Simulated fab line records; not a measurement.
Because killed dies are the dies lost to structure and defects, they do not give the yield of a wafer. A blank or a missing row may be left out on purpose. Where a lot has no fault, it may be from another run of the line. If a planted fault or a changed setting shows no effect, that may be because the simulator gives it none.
fab line records ; flow rit_cmos
record: lots: 6; wafers: 18; last_day: 7
route steps=202 shown NSD@132 PSD@142 M1@202
lots untouched by any fault: they come from a run of this same line in which no faults occurred
start_h: the number of hours between the record's first day and the start of the first shown wafer of the lot ; wait_h: how many hours have passed since the lot's step before this one ; " as in the row above ; L1.1+2: a single row standing in for several wafers ; - no value, or no start was given ; * or withheld: withheld ; < > ~ a bound
route shown NAME@n: names a module that has steps shown in the file, with the first one's number in the route ; usual: mean and standard deviation over wafers with no fault ; same: alike in all rows ; chamber/n: place in a boat ; sites: per-site readings ; _std_site: the values' standard deviation ; _edge_site: mean of outer sites minus mean of inner sites ; radius_mm: for every site, how far away it sits from the centre of the wafer ; mask NAME#n: copy n ; behind: the tool/chamber that last shaped the wafer ; hold: why the lot was held/for how many hours/how that ended ; device: which transistor (n, p or np) failed to switch ; end of line: the route-end tests of the same wafers ; where a step has no rows: the recipe by itself ; killed: dies lost to structure and defects at the first sort, not the wafer's yield ; map: dies across one wafer; x = killed, . = not, _ = none there
set.NAME: the setting that was run; set.NAME@STEP: the one run at that earlier step ; model.NAME: the simulator's own value behind a step, which no gauge read
certain route steps with their lots: each step a table, each wafer a row
services: a tool's chamber out of use, with start hour (start_h, from the record's first day; less than 0 if before it), hours out, and reason
== steps ==
step: RIT_NSD_COAT_01
recipe: resist: NOVOLAK; spin_rpm: 3250; resist_thk_nm: 1000
step: RIT_NSD_SOFTBAKE_02
recipe: resist: NOVOLAK; temp_c: 90; time_s: 60
step: RIT_NSD_EXPOSE_03
recipe: mask_id: M9; na: 0.57; target_cd_nm: 40700; dose_mj: 250
step: RIT_NSD_PEB_04
recipe: resist: NOVOLAK; temp_c: withheld; time_s: withheld
step: RIT_NSD_DEVELOP_05
recipe: resist: NOVOLAK; develop_time_s: 50; dev_temp_c: 23
step: RIT_NSD_OVL_MEAS_06
usual: NSD_OVL: -0.3/1.7
lot.wafer;tool;chamber;start_h;wait_h;NSD_OVL[nm]
L315.1;overlay-02;-;49.87;-;0.3
L315.4;overlay-02;-;49.87;-;1.4
L315.6;overlay-02;-;49.87;-;-0.6
L318.2;overlay-02;-;62.47;-;-1.5
L318.3;overlay-02;-;62.47;-;-2.1
L318.6;overlay-02;-;62.47;-;-3.2
L323.1;overlay-01;-;88.98;-;-1.1
L323.5;overlay-01;-;88.98;-;-1.5
L323.6;overlay-01;-;88.98;-;-1.3
L327.2;overlay-01;-;109.29;-;1.7
L327.4;overlay-01;-;109.29;-;0.3
L327.5;overlay-01;-;109.29;-;0.7
L331.1;overlay-02;-;128.42;-;-0.2
L331.3;overlay-02;-;128.42;-;-0.8
L331.4;overlay-02;-;128.42;-;-0.9
L338.1;overlay-01;-;163.20;-;1.6
L338.2;overlay-01;-;163.20;-;2.4
L338.4;overlay-01;-;163.20;-;1.8
step: RIT_NSD_HARDBAKE_07
recipe: resist: NOVOLAK; temp_c: 140; time_s: 60
step: RIT_NSD_IMPLANT_08
recipe: species: P; energy_kev: 25; dose_cm2: 1e+15; tilt_deg: 7
step: RIT_NSD_STRIP_09
recipe: chemistry: O2; time_s: 180; resist: NOVOLAK; platen_temp_c: withheld; power_w: 500; pressure_mtorr: 4000; o2_flow_sccm: 4000
usual: drypump_motor_current_A: 5.7/0.67
lot.wafer;tool;chamber;start_h;wait_h;drypump_motor_current_A;rf_hours_counter_h
L315.1;plasma_asher-01;0;50.21;0.1;6.5;38
L315.4;plasma_asher-01;1;50.21;0.1;5.0;-
L315.6;plasma_asher-01;1;50.21;0.1;5.0;-
L318.2;plasma_asher-03;1;62.80;0.1;5.5;29
L318.3;plasma_asher-03;0;62.80;0.1;5.5;-
L318.6;plasma_asher-03;0;62.80;0.1;5.5;-
L323.1;plasma_asher-01;1;89.31;0.1;5.0;42
L323.5;plasma_asher-01;1;89.31;0.1;5.0;-
L323.6;plasma_asher-01;0;89.31;0.1;6.6;-
L327.2;plasma_asher-01;0;109.62;0.1;6.5;44
L327.4;plasma_asher-01;0;109.62;0.1;6.5;-
L327.5;plasma_asher-01;1;109.62;0.1;5.0;-
L331.1;plasma_asher-01;0;128.76;0.1;6.5;46
L331.3;plasma_asher-01;1;128.76;0.1;5.0;-
L331.4;plasma_asher-01;0;128.76;0.1;6.5;-
L338.1;plasma_asher-01;0;163.53;0.1;6.5;50
L338.2;plasma_asher-01;1;163.53;0.1;5.0;50
L338.4;plasma_asher-01;0;163.53;0.1;6.5;-
step: RIT_NSD_TW_MEAS_10
usual: NSD_TW: 3123/13
lot.wafer;tool;chamber;start_h;wait_h;NSD_TW
L315.1;film_metro-03;-;50.38;0.1;3119
L315.4;film_metro-03;-;50.38;0.1;3128
L315.6;film_metro-03;-;50.38;0.1;3108
L318.2;film_metro-04;-;62.99;0.1;3117
L318.3;film_metro-04;-;62.99;0.1;3125
L318.6;film_metro-04;-;62.99;0.1;3145
L323.1;film_metro-03;-;89.49;0.1;3141
L323.5;film_metro-03;-;89.49;0.1;3139
L323.6;film_metro-03;-;89.49;0.1;3150
L327.2;film_metro-04;-;109.81;0.1;3114
L327.4;film_metro-04;-;109.81;0.1;3133
L327.5;film_metro-04;-;109.81;0.1;3121
L331.1;film_metro-02;-;128.93;0.1;3105
L331.3;film_metro-02;-;128.93;0.1;3105
L331.4;film_metro-02;-;128.93;0.1;3088
L338.1;film_metro-03;-;163.71;0.1;3148
L338.2;film_metro-03;-;163.71;0.1;3132
L338.4;film_metro-03;-;163.71;0.1;3130
step: RIT_PSD_HMDS_00
recipe: prime_time_s: 60; prime_temp_c: 140
step: RIT_PSD_COAT_01
recipe: resist: NOVOLAK; spin_rpm: 3250; resist_thk_nm: 1000
step: RIT_PSD_SOFTBAKE_02
recipe: resist: NOVOLAK; temp_c: 90; time_s: 60
usual: exhaust_pa: 45.2/1.1; heater_power_total_W: 34.57/0.055; plate_temp_C: 89.99/0.12
lot.wafer;tool;chamber;start_h;wait_h;exhaust_pa;heater_power_total_W;plate_temp_C;model.NOVOLAK_of_PSD_COAT_01.thk_nm
L315.1;litho_track-02;0;50.74;0.1;43.0;34.55;89.83;1008
L315.4;litho_track-02;0;50.74;0.1;43.0;34.53;89.99;1002
L315.6;litho_track-02;0;50.74;0.1;44.5;34.60;89.82;1000
L318.2;litho_track-01;0;63.69;0.1;45.0;34.67;90.06;998.9
L318.3;litho_track-01;0;63.69;0.1;44.2;34.69;89.80;997
L318.6;litho_track-01;0;63.69;0.1;44.7;34.61;90.01;993
L323.1;litho_track-01;0;89.85;0.1;44.8;38.44;97.32;980.1
L323.5;litho_track-01;0;89.85;0.1;44.7;38.54;97.36;984.3
L323.6;litho_track-01;0;89.85;0.1;46.0;38.54;97.38;977.2
L327.2;litho_track-01;0;110.18;0.1;45.6;38.40;97.22;982.5
L327.4;litho_track-01;0;110.18;0.1;45.4;38.46;97.23;981.6
L327.5;litho_track-01;0;110.18;0.1;45.3;38.56;97.10;983.3
L331.1;litho_track-03;0;129.33;0.1;46.4;34.61;89.81;1001
L331.3;litho_track-03;0;129.33;0.1;46.9;34.59;89.72;1002
L331.4;litho_track-03;0;129.33;0.1;45.7;34.69;89.90;999.3
L338.1;litho_track-03;0;164.07;0.1;44.2;34.63;89.92;991.6
L338.2;litho_track-03;0;164.07;0.1;44.0;34.51;90.06;994.5
L338.4;litho_track-03;0;164.07;0.1;45.5;34.55;90.08;996.7
step: RIT_PSD_EXPOSE_03
recipe: mask_id: M10; na: 0.57; target_cd_nm: 40900; dose_mj: 250
step: RIT_PSD_PEB_04
recipe: resist: NOVOLAK; temp_c: withheld; time_s: withheld
step: RIT_PSD_DEVELOP_05
recipe: resist: NOVOLAK; develop_time_s: 50; dev_temp_c: 23
usual: developer_temp_C: 22.98/0.099; exhaust_pa: 45.1/0.86
lot.wafer;tool;chamber;start_h;wait_h;developer_temp_C;exhaust_pa;model.NOVOLAK_of_PSD_COAT_01.thk_nm
L315.1;litho_track-02;0;-;-;22.98;45.7;1007
L315.4;litho_track-02;0;-;-;22.99;46.5;1002
L315.6;litho_track-02;0;-;-;22.99;45.5;999.6
L318.2;litho_track-01;0;-;-;22.89;44.1;998.5
L318.3;litho_track-01;0;-;-;22.97;45.3;996.7
L318.6;litho_track-01;0;-;-;22.89;44.1;992.7
L323.1;litho_track-02;0;-;-;22.88;45.7;979.8
L323.5;litho_track-02;0;-;-;22.98;45.1;984
L323.6;litho_track-02;0;-;-;22.96;45.5;976.8
L327.2;litho_track-01;0;-;-;23.06;45.2;982.2
L327.4;litho_track-01;0;-;-;23.02;43.6;981.3
L327.5;litho_track-01;0;-;-;22.94;44.4;983
L331.1;litho_track-03;0;-;-;23.09;44.5;1000
L331.3;litho_track-03;0;-;-;22.93;44.3;1001
L331.4;litho_track-03;0;-;-;23.02;43.4;999
L338.1;litho_track-03;0;-;-;23.06;45.5;991.3
L338.2;litho_track-03;0;-;-;23.06;46.4;994.2
L338.4;litho_track-03;0;-;-;23.01;46.4;996.3
step: RIT_PSD_OVL_MEAS_06
usual: PSD_OVL: 0.9/1.4
lot.wafer;tool;chamber;start_h;wait_h;PSD_OVL[nm]
L315.1;overlay-02;-;51.60;-;2.2
L315.4;overlay-02;-;51.60;-;1.2
L315.6;overlay-02;-;51.60;-;0.0
L318.2;overlay-01;-;64.47;-;0.8
L318.3;overlay-01;-;64.47;-;0.4
L318.6;overlay-01;-;64.47;-;-0.7
L323.1;overlay-02;-;90.52;-;2.2
L323.5;overlay-02;-;90.52;-;2.8
L323.6;overlay-02;-;90.52;-;4.2
L327.2;overlay-01;-;110.84;-;-0.1
L327.4;overlay-01;-;110.84;-;0.7
L327.5;overlay-01;-;110.84;-;0.1
L331.1;overlay-01;-;129.88;-;-0.1
L331.3;overlay-01;-;129.88;-;1.1
L331.4;overlay-01;-;129.88;-;-0.2
L338.1;overlay-01;-;164.70;-;1.4
L338.2;overlay-01;-;164.70;-;1.8
L338.4;overlay-01;-;164.70;-;1.5
step: RIT_M1_PROBE_99
usual: killed_at_contacts: 0.0/0.22; killed_at_front_end: 7/3.1; killed_dies: 7/3.1; killed_open: 3.5/2.2; killed_short: 3.3/1.9
same: gross_dies: 264; killed_at_M0_to_M3: 0; killed_at_M4_up: 0; killed_at_back_side: 0; killed_at_other: 0
lot.wafer;tool;chamber;start_h;wait_h;killed_at_contacts;killed_at_front_end;killed_dies;killed_open;killed_short
L315.1;prober-02;-;60.33;0.1;0;4;4;3;1
L315.4;prober-02;-;60.48;0.2;0;6;6;2;4
L315.6;prober-02;-;60.58;0.2;0;6;6;4;2
L323.5;prober-01;-;99.28;0.2;0;4;4;3;1
L323.6;prober-01;-;99.33;0.2;0;7;7;4;3
L327.2;prober-01;-;119.45;0.1;0;5;5;3;2
L327.4;prober-01;-;119.55;0.2;0;3;3;1;2
L327.5;prober-01;-;119.60;0.2;0;14;14;7;7
L331.1;prober-01;-;138.80;0.1;0;8;8;6;2
L331.3;prober-01;-;138.90;0.2;1;7;8;2;6
L331.4;prober-01;-;138.95;0.2;0;10;10;8;2
L338.1;prober-01;-;173.55;0.1;0;6;6;5;1
L338.2;prober-01;-;173.60;0.1;0;4;4;1;3
L338.4;prober-01;-;173.70;0.2;0;10;10;4;6
killed by level:class
L315.1 GATE:geometric_particle:open=2 GATE:geometric_particle:short=1 REOX:geometric_particle:open=1
L315.4 FOX1:geometric_particle:short=3 FOX1:geometric_particle:open=1 GATE:geometric_particle:short=1 SILICIDE:geometric_particle:open=1
L315.6 SILICIDE:geometric_particle:open=3 GATE:geometric_particle:short=2 FOX2:geometric_particle:open=1
L323.5 REOX:geometric_particle:open=2 FOX1:geometric_particle:open=1 GATE:geometric_particle:short=1
L323.6 FOX1:geometric_particle:open=1 GATE:geometric_particle:open=1 REOX:geometric_particle:short=1 REOX:geometric_particle:open=1 SPACER:geometric_particle:short=1 SILICIDE:geometric_particle:open=1 SILICIDE:geometric_particle:short=1
L327.2 GATE:geometric_particle:open=2 GATE:geometric_particle:short=1 REOX:geometric_particle:open=1 SILICIDE:geometric_particle:short=1
L327.4 FOX1:geometric_particle:open=1 FOX1:geometric_particle:short=1 SPACER:geometric_particle:short=1
L327.5 FOX1:geometric_particle:open=4 GATE:geometric_particle:short=2 SILICIDE:geometric_particle:short=2 FOX1:geometric_particle:short=1 GATE:geometric_particle:open=1 REOX:geometric_particle:open=1 REOX:geometric_particle:short=1 SPACER:geometric_particle:short=1
L331.1 SPACER:geometric_particle:open=3 GATE:geometric_particle:short=2 FOX1:geometric_particle:open=1 GATE:geometric_particle:open=1 REOX:geometric_particle:open=1
L331.3 REOX:geometric_particle:short=3 GATE:geometric_particle:short=1 GATE:geometric_particle:open=1 SPACER:geometric_particle:short=1 SILICIDE:geometric_particle:open=1 CONTACT:geometric_particle:short=1
L331.4 GATE:geometric_particle:open=3 FOX1:geometric_particle:open=2 SILICIDE:geometric_particle:open=2 GATE:geometric_particle:short=1 REOX:geometric_particle:open=1 SPACER:geometric_particle:short=1
L338.1 REOX:geometric_particle:open=2 FOX1:geometric_particle:open=1 SPACER:geometric_particle:open=1 SILICIDE:geometric_particle:short=1 SILICIDE:geometric_particle:open=1
L338.2 FOX1:geometric_particle:short=2 FOX2:geometric_particle:short=1 SILICIDE:geometric_particle:open=1
L338.4 SILICIDE:geometric_particle:short=3 FOX1:geometric_particle:open=2 FOX1:geometric_particle:short=2 GATE:geometric_particle:short=1 GATE:geometric_particle:open=1 SILICIDE:geometric_particle:open=1
== services ==
tool;chamber;start_h;hours;kind
plasma_asher-03;-;114.53;2.8;pm
plasma_asher-01;-;140.96;4.8;repair
== key ==
first_sign: step: RIT_PSD_SOFTBAKE_02; reading: heater_power_total_W; direction: up; sigmas: 72; usual: 34.57; struck: 38.49
effect: step: RIT_PSD_SOFTBAKE_02; reading: plate_temp_C; direction: up; sigmas: 61; usual: *; struck: *
model_effect: step: RIT_PSD_SOFTBAKE_02; value: NOVOLAK_of_PSD_COAT_01.thk_nm; without: 1001; struck: 981.5
model_effect: step: RIT_PSD_DEVELOP_05; value: NOVOLAK_of_PSD_COAT_01.thk_nm; without: 1000; struck: 981.2
met_at RIT_PSD_SOFTBAKE_02
struck_wafers L323.1,L323.5,L323.6,L327.2,L327.4,L327.5
tester_left_out L323,L327
onset_between 63.69 89.85
fault: kind: process_parameter_drift; tool: litho_track-01; chamber: -; onset_h: 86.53; steps: RIT_PSD_SOFTBAKE_02; channel: temp_c; offset: *; shape: step; end_h: 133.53; acts_in: *; stated: *
tester_left_out: of these lots the tester's yield and bins aren't shown, on N5 and GAA mostly nor the transistor test; their killed dies are dies lost to structure and defects alone, not to doping, threshold or leakage, so they don't give the yield
